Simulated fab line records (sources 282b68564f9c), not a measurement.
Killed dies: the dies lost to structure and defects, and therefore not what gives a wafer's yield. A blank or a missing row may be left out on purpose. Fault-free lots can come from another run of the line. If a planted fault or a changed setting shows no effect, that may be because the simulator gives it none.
What tool caused it? || flow rit cmos || Sampling: 13 lots, 39 wafers, 2 of 202 route steps

## WHAT EACH GAUGE READ, for each wafer
The record holds no reading of a measuring or inspecting step that can be judged against a usual standard deviation.

## WHICH TOOL RAN EACH LOT (tool, then ch and the chambers of the sampled wafers, then the start)
{"lot": "L898", "RIT_REOX_CLEAN_02": "wet bench-04 ch 3, day 2 13:30", "RIT_M1_PROBE_99": "-"}
{"lot": "L899", "RIT_REOX_CLEAN_02": "wet bench-04 ch 3, day 2 19:19", "RIT_M1_PROBE_99": "-"}
{"lot": "L901", "RIT_REOX_CLEAN_02": "wet bench-04 ch 2, day 3 07:56", "RIT_M1_PROBE_99": "prober-02, day 4 03:32"}
{"lot": "L902", "RIT_REOX_CLEAN_02": "wet bench-02 ch 0, day 3 10:46", "RIT_M1_PROBE_99": "-"}
{"lot": "L903", "RIT_REOX_CLEAN_02": "wet bench-02 ch 2, day 3 15:42", "RIT_M1_PROBE_99": "-"}
{"lot": "L904", "RIT_REOX_CLEAN_02": "wet bench-02 ch 3, day 3 22:30", "RIT_M1_PROBE_99": "-"}
{"lot": "L905", "RIT_REOX_CLEAN_02": "wet bench-02 ch 0, day 4 05:04", "RIT_M1_PROBE_99": "-"}
{"lot": "L906", "RIT_REOX_CLEAN_02": "wet bench-01 ch 3, day 4 06:32", "RIT_M1_PROBE_99": "-"}
{"lot": "L910", "RIT_REOX_CLEAN_02": "wet bench-01 ch 1, day 5 00:56", "RIT_M1_PROBE_99": "-"}
{"lot": "L915", "RIT_REOX_CLEAN_02": "wet bench-01 ch 2, day 6 02:59", "RIT_M1_PROBE_99": "prober-02, day 6 22:41"}
{"lot": "L917", "RIT_REOX_CLEAN_02": "wet bench-04 ch 0, day 6 12:34", "RIT_M1_PROBE_99": "prober-02, day 7 09:05"}
{"lot": "L919", "RIT_REOX_CLEAN_02": "wet bench-01 ch 0, day 6 22:38", "RIT_M1_PROBE_99": "-"}
{"lot": "L920", "RIT_REOX_CLEAN_02": "wet bench-01 ch 1, day 7 03:46", "RIT_M1_PROBE_99": "prober-01, day 7 23:32"}
- RIT_REOX_CLEAN_02: cleans in SC2, time 600 s.
- RIT_M1_PROBE_99

## WHAT THE TOOLS THEMSELVES READ (means of the sampled wafers that have a number; where no wafer has one, the mark that the record gives instead)
RIT_REOX_CLEAN_02. Usual: run length s 629 s, standard deviation 4.3.
{"lot": "L898", "tool": "wet bench-04", "run length s (s)": 636, "flag": ""}
{"lot": "L899", "tool": "wet bench-04", "run length s (s)": 626, "flag": ""}
{"lot": "L901", "tool": "wet bench-04", "run length s (s)": 625, "flag": ""}
{"lot": "L902", "tool": "wet bench-02", "run length s (s)": 633, "flag": ""}
{"lot": "L903", "tool": "wet bench-02", "run length s (s)": 634, "flag": ""}
{"lot": "L904", "tool": "wet bench-02", "run length s (s)": 633, "flag": ""}
{"lot": "L905", "tool": "wet bench-02", "run length s (s)": 633, "flag": ""}
{"lot": "L906", "tool": "wet bench-01", "run length s (s)": 625, "flag": ""}
{"lot": "L910", "tool": "wet bench-01", "run length s (s)": 631, "flag": ""}
{"lot": "L915", "tool": "wet bench-01", "run length s (s)": 595, "flag": "OFF"}
{"lot": "L917", "tool": "wet bench-04", "run length s (s)": 626, "flag": ""}
{"lot": "L919", "tool": "wet bench-01", "run length s (s)": 623, "flag": ""}
{"lot": "L920", "tool": "wet bench-01", "run length s (s)": 625, "flag": ""}

RIT_M1_PROBE_99. Usual: killed at contacts 0.1, standard deviation 0.28; killed at front end 6.5, standard deviation 3; killed dies 7, standard deviation 3; killed open 3.2, standard deviation 2; killed short 3.2, standard deviation 1.9.
{"lot": "L901", "tool": "prober-02", "killed at contacts": 0.0, "killed at front end": 2.3, "killed dies": 2, "killed open": 2.0, "killed short": 0.3, "flag": ""}
{"lot": "L915", "tool": "prober-02", "killed at contacts": 0.3, "killed at front end": 6.0, "killed dies": 6, "killed open": 4.0, "killed short": 2.3, "flag": ""}
{"lot": "L917", "tool": "prober-02", "killed at contacts": 0.0, "killed at front end": 4.3, "killed dies": 4, "killed open": 2.3, "killed short": 2.0, "flag": ""}
{"lot": "L920", "tool": "prober-01", "killed at contacts": 0.0, "killed at front end": 7.3, "killed dies": 7, "killed open": 2.7, "killed short": 4.0, "flag": ""}

## THE ANSWER, worked out from the rows above alone
Rule: take the mean of a lot's wafers that have a number; if it is more than 3 standard deviations from the usual mean, the lot is off. A lot without any number at a reading at which 4 lots or more have one is off too. The other lots that the step has rows for count as sound. After the gauges, taken in route order, come the tools' own readings; for these a lot's mean is taken, as printed above. At the first step where some lot is off, the reading lying furthest off is the one used; lots without a number count as furthest.
Off at RIT_REOX_CLEAN_02 (run length s): L915.
A tool fits if, at that step or a process step before it, it ran every lot that is off, and no sound lot after the first of them. Of those tried, none fits.

## WHAT THE SIMULATOR PUT IN
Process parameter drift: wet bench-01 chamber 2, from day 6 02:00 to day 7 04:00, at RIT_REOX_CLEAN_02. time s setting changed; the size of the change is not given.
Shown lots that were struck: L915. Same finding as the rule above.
